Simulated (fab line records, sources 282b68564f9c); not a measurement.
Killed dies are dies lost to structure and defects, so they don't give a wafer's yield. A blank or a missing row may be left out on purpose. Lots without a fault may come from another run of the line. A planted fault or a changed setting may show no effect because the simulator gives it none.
Problem report in the 8D (eight disciplines) form, filled by code | flow rit_cmos | the parts of the form that need people (team, actions taken, sign-off) are left out

1. THE PROBLEM
GATE_POLY_THK at RIT_GATE_THK_MEAS_09 reads a mean of 306.2 nm on 6 wafers of 2 lots; wafers without a fault read 250.4 nm with a standard deviation of 2.6. That is +21 standard deviations from the usual mean.
First seen on wafer L350.2, day 3 16:34, on film_metro-01. The record holds 39 wafers of 13 lots with a number at this step. Rule for "out", or "out of limits": more than 4 standard deviations from the usual mean. The other wafers with a number count as sound.

2. WHAT IT IS AND WHAT IT IS NOT
question                    | is                           | is not
which readings at this step | GATE_POLY_THK                | -
which lots                  | L350, L353                   | L345, L346, L347, L348, L352, L360, L362, L365, L366, L367, L368
which wafers of those lots  | all that have a number       | -
read on which gauges        | film_metro-01, film_metro-02 | film_metro-03
when                        | from day 3 16:34             | up to then (12 sound wafers); but 21 sound wafers of L352, L360, L362, L365, L366, L367, L368 came after

3. SUSPECTS, AND WHAT RULES EACH OUT
Counting: a tool at a process step up to the reading stays a suspect if it ran every lot that is out and no sound lot after the first of them.
- the gauge at RIT_GATE_THK_MEAS_09: ruled out. The wafers that are out were read on 2 gauges (film_metro-01, film_metro-02).
- lpcvd-01 at RIT_GATE_CVD_08 (deposits poly-Si from SiH4, target thk 250 nm, time 2220 s): ruled out as a lasting fault. Sound lots L366, L367 ran on it after its first lot that is out, L350 (day 3 14:56).
Left after counting: nothing in the record.

4. THE CAUSE (what the simulator had put in)
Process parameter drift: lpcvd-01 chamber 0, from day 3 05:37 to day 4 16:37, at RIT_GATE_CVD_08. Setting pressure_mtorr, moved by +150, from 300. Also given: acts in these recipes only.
Counting ruled it out, wrongly: the rule takes a fault to strike every lot that its tool runs from its start on, and this one did not.

5. THE CHAIN OF EFFECTS, in route order
Each row: a reading whose mean over the struck wafers that have a number lies more than 3 standard deviations from the usual. Only readings for which the record gives a usual standard deviation are gone through. hours: the time from each lot's start at the first step in this table that gives one to its start at this step, as a median over the lots. sigmas: the change in usual standard deviations.
hours | step                 | reading        | usual       | on struck wafers | change | sigmas
0     | RIT_GATE_CVD_08      | pressure_mtorr | 300.1 mTorr | 450.2            | +150.1 | +99 or more
2     | RIT_GATE_THK_MEAS_09 | GATE_POLY_THK  | 250.4 nm    | 306.2            | +55.8  | +21
6     | RIT_GATE_ETCH_19     | oes_product_au | 0.849 a.u.  | 0.972            | +0.123 | +12
The process steps in it:
- RIT_GATE_CVD_08: deposits poly-Si from SiH4, target thk 250 nm, time 2220 s.
- RIT_GATE_ETCH_19: etches poly-Si in SF6/CHF3/O2, stops on SiO2, time 165 s, target depth 312.5 nm.

6. WHAT WOULD HAVE CAUGHT IT SOONER
In this record the first reading out of limits at a measuring or inspecting step was taken at day 3 16:34, 11 hours after the fault began at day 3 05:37.
The tool's own readings at RIT_GATE_CVD_08 were out on every struck wafer that the step has a row for (pressure_mtorr): an alarm limit on them would have fired on the first of those.
